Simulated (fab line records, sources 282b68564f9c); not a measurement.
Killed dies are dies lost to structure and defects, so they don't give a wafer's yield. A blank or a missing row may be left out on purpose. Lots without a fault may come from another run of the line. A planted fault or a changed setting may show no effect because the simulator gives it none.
One fault seen from 2 desks | flow rit_cmos | each desk has only its own numbers; what lay behind them comes last

THE TOOL OWNER'S DESK: implanter-03
The tool's own readings at RIT_NSD_IMPLANT_08: means of the sampled wafers that have a number, for each lot that ran on this tool. A lot is out of limits, marked OUT, if its mean lies more than 4 standard deviations from the usual mean; the brackets give that distance.
Columns: A = beam_energy_keV at RIT_NSD_IMPLANT_08, usual 25.001; B = dose_ions_cm2 at RIT_NSD_IMPLANT_08, usual 9.999e+14; C = tilt_deg at RIT_NSD_IMPLANT_08, usual 6.999 degrees
lot  | first seen here | A      | B         | C
L612 | day 3 14:37     | 25.002 | 1.000e+15 | 7.019
L613 | day 3 20:08     | 25.001 | 1.001e+15 | 6.986
L616 | day 4 09:19     | 24.998 | 9.990e+14 | 8.151 (+61) OUT
L619 | day 5 06:38     | 24.999 | 1.001e+15 | 8.149 (+61) OUT
This desk's finding: out of limits on L616, L619; first on L616, day 4 09:19 (tilt_deg at RIT_NSD_IMPLANT_08). In limits: L612, L613.

THE METROLOGY DESK
What the gauges read, lot by lot, whatever tool the lot ran on: means of the sampled wafers that have a number. A lot is out of limits, marked OUT, if its mean lies more than 4 standard deviations from the usual mean; the brackets give that distance.
Columns: A = NSD_RS at RIT_SDANNEAL_RS_MEAS_05, usual 84.43 ohm/sq
lot  | first seen here | A
L609 | day 3 02:55     | 84.26
L610 | day 3 07:20     | 85.05
L612 | day 3 17:20     | 84.58
L613 | day 3 22:37     | 84.37
L618 | day 5 01:46     | 84.25
L623 | day 6 05:46     | 84.65
L625 | day 6 12:37     | 84.81
L627 | day 6 21:00     | 84.47
L628 | day 7 01:38     | 84.08
L630 | day 7 12:15     | 84.42
L631 | day 7 16:41     | 84.71
L632 | day 7 21:11     | 84.60
This desk's finding: nothing out of limits on any of the 12 lots.

PUT TOGETHER
The tool owner's desk could have raised an alarm at day 4 09:19, on L616, L619.
The metrology desk saw nothing out of limits.
The metrology desk has no number on record for L616, L619.
Of the lots named, all ran RIT_NSD_IMPLANT_08 on implanter-03.

WHAT THE SIMULATOR HAD PUT IN
Process parameter drift: implanter-03, from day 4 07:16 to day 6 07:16, at RIT_NSD_IMPLANT_08. Setting tilt_deg, moved by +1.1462, from 7. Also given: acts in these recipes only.
Lots struck among those shown: L616, L619.
Hours from the fault's start to each desk's first reading out of limits: the tool owner's desk, 2.
